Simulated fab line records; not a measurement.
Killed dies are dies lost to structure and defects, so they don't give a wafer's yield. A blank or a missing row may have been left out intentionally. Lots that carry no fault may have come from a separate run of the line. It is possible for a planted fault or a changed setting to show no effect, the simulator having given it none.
What tool caused it? -- flow ritCmos -- 21 wafers from 7 lots sampled at 2 of the route's 202 steps

## WHAT THE GAUGES READ, wafer by wafer
RIT_FOX2_THK_MEAS_01.
lot,measured,on,FOX2_OXIDE_THK (nm)
L857,day 2 01:55,filmMetro-02,535 520 524
L860,day 2 16:56,filmMetro-01,538 532 539
L868,day 4 10:56,filmMetro-01,527 508 520
L870,day 5 00:51,filmMetro-02,349 349 348
L874,day 5 18:02,filmMetro-04,355 355 361
L876,day 6 11:47,filmMetro-01,349 353 354
L878,day 7 01:49,filmMetro-01,339 341 341

## WHICH TOOL RAN EACH LOT (tool, then ch and the chambers of the sampled wafers, then the start)
lot,RIT_FOX2_OXIDATION_00
L857,"furnace-01 ch 0, day 1 22:54"
L860,"furnace-03 ch 0, day 2 14:02"
L868,"furnace-01 ch 0, day 4 07:38 and furnace-03 ch 0, day 4 09:38"
L870,"furnace-03 ch 0, day 4 23:31"
L874,"furnace-03 ch 0, day 5 16:43"
L876,"furnace-01 ch 0, day 6 10:29"
L878,"furnace-01 ch 0, day 7 00:30"
- RIT_FOX2_OXIDATION_00: target thk 350.7 nm, ox time 1130 s.

## THE ANSWER, worked out from the rows above alone
Rule: the lots themselves supply what counts as usual. Put in order of their means at a reading, lots are off if they are a third of the lots or fewer, leave a main group of 4 or more, and stand apart from it by a gap of 3 or more times the standard deviation of the main group's means; of several such gaps the widest counts. Not used: any main group whose means are identical at the precision the tables above print for the reading. Also off: a lot with no number at a reading for which 4 or more lots have one. Any other lot the step has rows for is counted as sound.
Across all readings shown, no lot is off: no conclusion can be drawn from this.

## WHAT WAS PUT IN BY THE SIMULATOR
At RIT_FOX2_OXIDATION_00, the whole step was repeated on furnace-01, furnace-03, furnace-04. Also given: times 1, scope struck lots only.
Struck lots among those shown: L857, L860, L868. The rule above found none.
